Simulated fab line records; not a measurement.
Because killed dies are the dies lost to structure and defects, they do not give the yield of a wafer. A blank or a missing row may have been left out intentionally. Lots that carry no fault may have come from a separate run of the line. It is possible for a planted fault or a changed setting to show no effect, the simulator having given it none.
Split-lot study / flow berkeley-cmos170 / route with 331 steps; 5 lots, 23 wafers read

== ON THE SPLIT ==
At UCB170_PWELL_IMPLANT_15, the setting energy-kev was moved away from the recipe's 60 on 7 of the 23 wafers read, by +3.4% to +5.9%. The other wafers ran this setting at the recipe's value.

The reading is taken at the split's own step.

== THE READING ==
In nm, at UCB170_PWELL_IMPLANT_15: implant.drp-nm, which is the simulator's own figure and was read by no gauge. No usual value for it is given in the file.

wafer=L075.1; tool, chamber at the split=implanter-02, 0; energy-kev as run=60; against the recipe=recipe; implant.drp-nm, nm=64.7; against lot-mates on the recipe=-
wafer=L075.2; tool, chamber at the split=implanter-02, 0; energy-kev as run=60; against the recipe=recipe; implant.drp-nm, nm=64.7; against lot-mates on the recipe=-
wafer=L075.3; tool, chamber at the split=implanter-02, 0; energy-kev as run=60; against the recipe=recipe; implant.drp-nm, nm=64.7; against lot-mates on the recipe=-
wafer=L074.1; tool, chamber at the split=implanter-04, 0; energy-kev as run=63.56; against the recipe=+5.9%; implant.drp-nm, nm=66.68; against lot-mates on the recipe=+1.98
wafer=L074.4; tool, chamber at the split=implanter-04, 0; energy-kev as run=63.56; against the recipe=+5.9%; implant.drp-nm, nm=66.68; against lot-mates on the recipe=+1.98
wafer=L074.6; tool, chamber at the split=implanter-04, 0; energy-kev as run=63.56; against the recipe=+5.9%; implant.drp-nm, nm=66.68; against lot-mates on the recipe=+1.98
wafer=L074.2; tool, chamber at the split=implanter-04, 0; energy-kev as run=60; against the recipe=recipe; implant.drp-nm, nm=64.7; against lot-mates on the recipe=-
wafer=L074.5; tool, chamber at the split=implanter-04, 0; energy-kev as run=60; against the recipe=recipe; implant.drp-nm, nm=64.7; against lot-mates on the recipe=-
wafer=L081.1; tool, chamber at the split=implanter-02, 0; energy-kev as run=62.04; against the recipe=+3.4%; implant.drp-nm, nm=65.85; against lot-mates on the recipe=+1.15
wafer=L081.5; tool, chamber at the split=implanter-02, 0; energy-kev as run=62.04; against the recipe=+3.4%; implant.drp-nm, nm=65.85; against lot-mates on the recipe=+1.15
wafer=L081.2; tool, chamber at the split=implanter-02, 0; energy-kev as run=60; against the recipe=recipe; implant.drp-nm, nm=64.7; against lot-mates on the recipe=-
wafer=L081.4; tool, chamber at the split=implanter-02, 0; energy-kev as run=60; against the recipe=recipe; implant.drp-nm, nm=64.7; against lot-mates on the recipe=-
wafer=L081.6; tool, chamber at the split=implanter-02, 0; energy-kev as run=60; against the recipe=recipe; implant.drp-nm, nm=64.7; against lot-mates on the recipe=-
wafer=L080.1; tool, chamber at the split=implanter-03, 0; energy-kev as run=60; against the recipe=recipe; implant.drp-nm, nm=64.7; against lot-mates on the recipe=-
wafer=L080.2; tool, chamber at the split=implanter-03, 0; energy-kev as run=60; against the recipe=recipe; implant.drp-nm, nm=64.7; against lot-mates on the recipe=-
wafer=L080.5; tool, chamber at the split=implanter-03, 0; energy-kev as run=60; against the recipe=recipe; implant.drp-nm, nm=64.7; against lot-mates on the recipe=-
wafer=L080.3; tool, chamber at the split=implanter-03, 0; energy-kev as run=63.45; against the recipe=+5.8%; implant.drp-nm, nm=66.62; against lot-mates on the recipe=+1.92
wafer=L080.4; tool, chamber at the split=implanter-03, 0; energy-kev as run=63.45; against the recipe=+5.8%; implant.drp-nm, nm=66.62; against lot-mates on the recipe=+1.92
wafer=L082.1; tool, chamber at the split=implanter-02, 0; energy-kev as run=60; against the recipe=recipe; implant.drp-nm, nm=64.7; against lot-mates on the recipe=-
wafer=L082.2; tool, chamber at the split=implanter-02, 0; energy-kev as run=60; against the recipe=recipe; implant.drp-nm, nm=64.7; against lot-mates on the recipe=-
wafer=L082.3; tool, chamber at the split=implanter-02, 0; energy-kev as run=60; against the recipe=recipe; implant.drp-nm, nm=64.7; against lot-mates on the recipe=-
wafer=L082.4; tool, chamber at the split=implanter-02, 0; energy-kev as run=60; against the recipe=recipe; implant.drp-nm, nm=64.7; against lot-mates on the recipe=-
wafer=L082.6; tool, chamber at the split=implanter-02, 0; energy-kev as run=60; against the recipe=recipe; implant.drp-nm, nm=64.7; against lot-mates on the recipe=-

FIT RESULTS
A straight line over all 23 wafers: implant.drp-nm changes by +0.334 nm for each +1% of energy-kev; r = +1.00; the points scatter about the line by 0.0043 nm.
The same after taking each lot's own level away (the mean of its wafers on the recipe; 23 wafers): +0.334 nm for each +1%; r = +1.00; scatter 0.0043 nm.
The reading moves by 2 nm for the largest change in energy-kev, on that fit.
The lots' own levels span 64.700 to 64.700 nm.
The two slopes are in agreement: the lot-to-lot level therefore moves the slope only a little.
Check: with one of the wafers moved furthest among these (+5.9%) left out of the fit, the line predicts +1.98 nm for it against its lot-mates. It came out at +1.98 nm against them.

== THESE WAFERS: OTHER SPLITS ==
These wafers also went through other splits before the reading. Each is held against what the fit with the lots' levels taken away leaves over:
other split on the same wafers=UCB170_ZERO_COAT_01 spin-rpm; wafers away from the commonest value=7; r with implant.drp-nm (lot level and that fit taken away)=-0.69
other split on the same wafers=UCB170_NWELL_CVD_04 temp-c; wafers away from the commonest value=15; r with implant.drp-nm (lot level and that fit taken away)=-0.20
other split on the same wafers=UCB170_NWELL_ETCH_13 time-s; wafers away from the commonest value=8; r with implant.drp-nm (lot level and that fit taken away)=-0.25
other split on the same wafers=UCB170_PWELL_CVD_05 sih2cl2-flow-sccm; wafers away from the commonest value=18; r with implant.drp-nm (lot level and that fit taken away)=+0.12

== THE WHOLE CHAIN: every reading that the file lists as answering this split, in the file's order ==
step=UCB170_PWELL_IMPLANT_15; what it does=; reading=implant.rp-nm (the simulator's own value, which no gauge read); change (the file's fit)=+2.42 nm for each +1% of the setting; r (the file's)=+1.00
step=UCB170_PWELL_IMPLANT_15; what it does=; reading=implant.drp-nm (the simulator's own value, which no gauge read); change (the file's fit)=+0.335 nm for each +1% of the setting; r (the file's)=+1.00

== THE FILE'S OWN FIT ==
implant.drp-nm changes by +0.335 nm for each +1% of energy-kev, r = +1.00.
